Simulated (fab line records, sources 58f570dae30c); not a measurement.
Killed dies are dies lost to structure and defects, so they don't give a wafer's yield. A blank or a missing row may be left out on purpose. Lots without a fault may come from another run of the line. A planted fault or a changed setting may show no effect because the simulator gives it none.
A struck lot beside a sound one | flow berkeley_cmos170 | 43 steps out of a route of 331
Sound: wafers L252.3, L252.4, L252.6. Struck: wafers L242.1, L242.4, L242.6. The cause comes at the end.
At each step with rows: each side's tool, then ch and its chambers, then its first start. Under that, the readings that differ: sound wafers | struck wafers | difference of the means | sigmas: that difference in standard deviations of wafers without a fault.
alike: readings whose means differ by less than 2 such deviations, and words and numbers that are the same on both sides. not compared: withheld readings, readings that some wafer has no value for, bounds like >300 that may hide the same value, and numbers for which the record gives no deviation and whose values overlap.
The two part at a step that has a row with sigmas, a row that says differs or no value, or rows on one side only. Numbers that don't overlap but have no deviation are shown without sigmas and don't part them. A reading that every wafer of one side lacks parts them only if that side has two wafers or more.

first, 6 steps without rows for these wafers: UCB170_V1_HMDS_06 (prime time 60 s); UCB170_V1_COAT_07 (resist thk 900 nm); UCB170_V1_SOFTBAKE_08 (time 60 s); UCB170_V1_EXPOSE_09 (exposes mask VIA1, target cd 700 nm); UCB170_V1_PEB_10; UCB170_V1_DEVELOP_11 (develop time 45 s).
UCB170_V1_CD_MEAS_12: target cd 700 nm.
  sound on cd_sem-02, day 12 09:10; struck on cd_sem-02, day 10 10:43
  alike: cd_nm
UCB170_V1_OVL_MEAS_13:
  sound on overlay-01, day 12 09:16; struck on overlay-01, day 10 10:50
  alike: V1_OVL
UCB170_V1_ETCH_14: etches SiO2 in CHF3/CF4/Ar, stops on Al, target depth 1250 nm, time 291 s.
  sound on rie_diel-02 ch 0,1, day 12 09:17; struck on rie_diel-04 ch 0,1, day 10 10:53
  alike: CHF3_flow_sccm, drypump_motor_current_A, oes_product_au, throttle_valve_pct
  not compared: rf_hours_counter_h
UCB170_V1_STRIP_15: strips in O2.
  sound on plasma_asher-04 ch 0,1, day 12 09:30; struck on plasma_asher-01 ch 0,1, day 10 11:04
  alike: drypump_motor_current_A, oes_product_au, strip_time_to_endpoint_s
  not compared: rf_hours_counter_h
UCB170_V1_CD_MEAS_90: target cd 700 nm.
  sound on cd_sem-01, day 12 09:36; struck on cd_sem-02, day 10 11:10
  alike: cd_nm
then, 1 step without rows for these wafers: UCB170_M2_PRE_CLEAN_00 (preclean etch time 60 s).
UCB170_M2_SPUTTER_01: material Al, target thk 900 nm, time 120 s.
  sound on pvd_sputter-02, day 12 09:45; struck on pvd_sputter-03, day 10 11:20
  reading                               | sound             | struck          | difference | sigmas
  throttle_valve_pct (%)                | 31.3 31.4 30.9    | 29.9 28.9 28.8  | -2.0       | -2
  model.Al_of_M2_SPUTTER_01.thk_nm (nm) | 880.5 889.9 887.9 | 864.1 862.4 866 | -21.9      |
  alike: chamber_pressure_pa
UCB170_M2_RS_MEAS_02: measures by four-point-probe.
  sound on film_metro-02, day 12 09:52; struck on film_metro-03, day 10 11:26
  reading           | sound                | struck               | difference | sigmas
  M2_AL_RS (ohm/sq) | 0.0329 0.0325 0.0327 | 0.0335 0.0336 0.0334 | +0.0008    | +2
UCB170_M2_THK_MEAS_03: measures by xrf.
  sound on film_metro-02, day 12 09:58; struck on film_metro-03, day 10 11:33
  reading        | sound       | struck      | difference | sigmas
  M2_AL_THK (nm) | 892 901 895 | 872 870 879 | -22        | -2
then, 3 steps without rows for these wafers: UCB170_M2_HMDS_04 (prime time 60 s); UCB170_M2_COAT_05 (resist thk 900 nm); UCB170_M2_SOFTBAKE_06 (time 60 s).
UCB170_M2_STRIP_07: strips in O2.
  sound on plasma_asher-02 ch 0,1, day 12 10:30; struck on plasma_asher-03 ch 0,1, day 10 12:07
  alike: drypump_motor_current_A, oes_product_au, strip_time_to_endpoint_s
  not compared: rf_hours_counter_h
then, 7 steps without rows for these wafers: UCB170_M2_STRIP_08 (strips KrF in DMSO, time 600 s); UCB170_M2_COAT_09; UCB170_M2_COAT_10 (resist thk 900 nm); UCB170_M2_SOFTBAKE_11 (time 58.01 s); UCB170_M2_EXPOSE_12 (exposes mask METAL2, target cd 700 nm); UCB170_M2_PEB_13; UCB170_M2_DEVELOP_14 (develop time 45 s).
UCB170_M2_CD_MEAS_15: target cd 700 nm.
  sound on cd_sem-02, day 12 11:45; struck on cd_sem-02, day 10 13:22
  alike: cd_nm
UCB170_M2_OVL_MEAS_16:
  sound on overlay-01, day 12 11:50; struck on overlay-01, day 10 13:29
  alike: M2_OVL
UCB170_M2_ETCH_17: etches BARC in N2/H2.
  sound on rie_diel-04 ch 0,3, day 12 11:52; struck on rie_diel-04 ch 0,2, day 10 13:32
  alike: drypump_motor_current_A, oes_product_au, throttle_valve_pct
UCB170_M2_METAL_ETCH_18: etches Al in Cl2/BCl3, stops on SiO2, target depth 1170 nm, time 195 s.
  sound on rie_metal-01 ch 0,1, day 12 11:58; struck on rie_metal-03 ch 0,1, day 10 13:34
  reading                        | sound             | struck            | difference | sigmas
  throttle_valve_pct (%)         | 24.35 24.21 24.35 | 24.88 24.61 24.86 | +0.48      | +2
  model.M2.feature_depth_nm (nm) | 934.6 945.3 942.4 | 919.3 918 921.2   | -21.3      |
  model.etch.depth_nm (nm)       | 880.5 889.9 887.9 | 864.1 862.4 866   | -21.9      |
  alike: drypump_motor_current_A, oes_product_au
  not compared: rf_hours_counter_h
UCB170_M2_STRIP_19: strips in O2.
  sound on plasma_asher-02 ch 0,1, day 12 12:07; struck on plasma_asher-02 ch 0,1, day 10 13:46
  alike: drypump_motor_current_A, oes_product_au
  not compared: rf_hours_counter_h
UCB170_M2_CD_MEAS_90: target cd 700 nm.
  sound on cd_sem-01, day 12 12:14; struck on cd_sem-02, day 10 13:52
  alike: cd_nm
then, 1 step without rows for these wafers: UCB170_V2_CVD_00 (deposits SiO2 from TEOS/O2, target thk 2000 nm, time 250 s).
UCB170_V2_THK_MEAS_01:
  sound on film_metro-01, day 12 12:29; struck on film_metro-04, day 10 14:08
  alike: V2_TEOS_THK
then, 1 step without rows for these wafers: UCB170_V2_CMP_02 (polishes SiO2).
UCB170_V2_BOW_MEAS_03:
  sound on film_metro-01, day 12 12:52; struck on film_metro-03, day 10 14:30
  alike: V2_BOW
UCB170_V2_THK_MEAS_04:
  sound on film_metro-01, day 12 12:58; struck on film_metro-03, day 10 14:37
  alike: V2_POLISHED_THK
then, 5 steps without rows for these wafers: UCB170_V2_CLEAN_05 (cleans in DIW); UCB170_V2_HMDS_06 (prime time 60 s); UCB170_V2_COAT_07 (resist thk 900 nm); UCB170_V2_SOFTBAKE_08 (time 60 s); UCB170_V2_EXPOSE_09 (exposes mask VIA2, target cd 700 nm).
UCB170_V2_ETCH_14: etches SiO2 in CHF3/CF4/Ar, stops on Al, target depth 1250 nm, time 291 s.
  sound on rie_diel-01 ch 0,1,2, day 12 15:00; struck on rie_diel-02 ch 0,1, day 10 16:23
  reading                               | sound             | struck          | difference | sigmas
  model.Al_of_M2_SPUTTER_01.thk_nm (nm) | 880.5 889.7 887.9 | 864.1 862.4 866 | -21.9      |
  alike: CHF3_flow_sccm, drypump_motor_current_A, oes_product_au, throttle_valve_pct
  not compared: rf_hours_counter_h

WHERE THEY PART
First at UCB170_M2_SPUTTER_01; last, within this record, at UCB170_M2_METAL_ETCH_18. Later steps at which nothing parts them and some readings are alike: UCB170_M2_STRIP_19, UCB170_M2_CD_MEAS_90, UCB170_V2_THK_MEAS_01, UCB170_V2_BOW_MEAS_03, UCB170_V2_THK_MEAS_04, UCB170_V2_ETCH_14.

WHY: what the simulator had put in
Process parameter drift: pvd_sputter-03, from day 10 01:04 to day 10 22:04, at UCB170_M2_SPUTTER_01. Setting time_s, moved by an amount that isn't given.
